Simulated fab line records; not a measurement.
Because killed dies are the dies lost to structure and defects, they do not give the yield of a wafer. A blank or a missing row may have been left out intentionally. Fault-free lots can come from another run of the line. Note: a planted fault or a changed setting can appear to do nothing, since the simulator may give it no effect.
Problem report in the 8D (eight disciplines) form, filled by code -- flow berkeley-cmos170 -- the parts of the form that need people (team, actions taken, sign-off) are left out

## 1. WHAT WENT WRONG
SPACER_TEOS_THK at UCB170_SPACER_THK_MEAS_01 reads a mean of 422 nm on 1 wafer of 1 lot; wafers without a fault read 376 nm with a standard deviation of 4.2. That puts it +11 standard deviations away from the usual mean.
Earliest sighting: wafer L527.4 on film-metro-01 at day 11 12:29. The record holds 39 wafers of 13 lots with a number at this step. By rule, "out" or "out of limits" means more than 4 standard deviations away from the usual mean. All remaining wafers that have a number are taken as sound.

## 2. WHAT IT IS AND WHAT IT IS NOT
question,is,is not
which readings at this step,SPACER_TEOS_THK,-
which lots,L527,"L508, L511, L513, L515, L516, L517, L518, L519, L520, L522, L530, L531"
which wafers of those lots,L527.4,"L527.1, L527.3"
read on which gauges,film-metro-01,"film-metro-03, film-metro-04"
when,from day 11 12:29,"up to then (32 sound wafers); but 6 sound wafers of L530, L531 came after"

## 3. WHAT RULES OUT EACH SUSPECT
Counting: if a tool at a process step up to the reading ran every lot that is out, it stays a suspect. Sound lots after the first of them don't rule it out here, since some wafers of a struck lot are sound.
- the gauge at UCB170_SPACER_THK_MEAS_01: ruled out. All the wafers that are out were read on film-metro-01, but those of them that UCB170_SPACER_ETCHBACK_03 has rows for are out there too, on other tools.
- pecvd-04 at UCB170_SPACER_CVD_00 (deposits SiO2 from TEOS/O2, target thk 376 nm, time 47 s): kept. It processed L527, the lot that is out, at day 11 12:27, and its most recent sound lot before then was L522 at day 10 22:11.
- Within pecvd-04 at UCB170_SPACER_CVD_00: the wafers that are out ran in chamber 0; their sound lot-mates ran in chambers 1, 2.
Left after counting: pecvd-04 at UCB170_SPACER_CVD_00.

## 4. THE CAUSE (what the simulator had put in)
pecvd-04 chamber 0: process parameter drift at UCB170_SPACER_CVD_00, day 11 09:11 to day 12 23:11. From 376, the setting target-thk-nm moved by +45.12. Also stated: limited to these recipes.
Only this tool survived the counting.

## 5. THE CHAIN OF EFFECTS, in route order
Rows list readings where the struck wafers' mean (over those with a number) sits beyond 3 standard deviations from the usual. Only readings for which the record gives a usual standard deviation are gone through. hours: the time from each lot's start at the first step in this table that gives one to its start at this step, as a median over the lots. sigmas: the change in usual standard deviations.
hours,step,reading,usual,on struck wafers,change,sigmas
0,UCB170_SPACER_THK_MEAS_01,SPACER_TEOS_THK,376 nm,422,+46,+11
8,UCB170_SPACER_ETCHBACK_03,oes-product-au,0.905 a.u.,0.988,+0.083,+4.4
Process steps it contains:
- UCB170_SPACER_ETCHBACK_03: etches SiO2 in CHF3/CF4/Ar, stops on Si, target depth 376 nm, time 100 s.
Later steps that measure or inspect, where all struck wafers having a row at the step show a number for every such reading and not one has moved that far: UCB170_V2_THK_MEAS_01, UCB170_V2_BOW_MEAS_03.

## 6. HOW IT WOULD HAVE BEEN CAUGHT EARLIER
Counted from the fault's start at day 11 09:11, it took 3 hours until the first out-of-limits reading at a measuring or inspecting step in this record, taken at day 11 12:29.
No tool reading at UCB170_SPACER_CVD_00 that has a usual standard deviation in the record was out on any struck wafer, so an alarm limit of 4 standard deviations on those readings would not have fired.
The start of UCB170_SPACER_CVD_00 on pecvd-04 came by day 11 12:29 for every one of the lots that are out (1). None of them would have been spared by holding the tool at that moment.
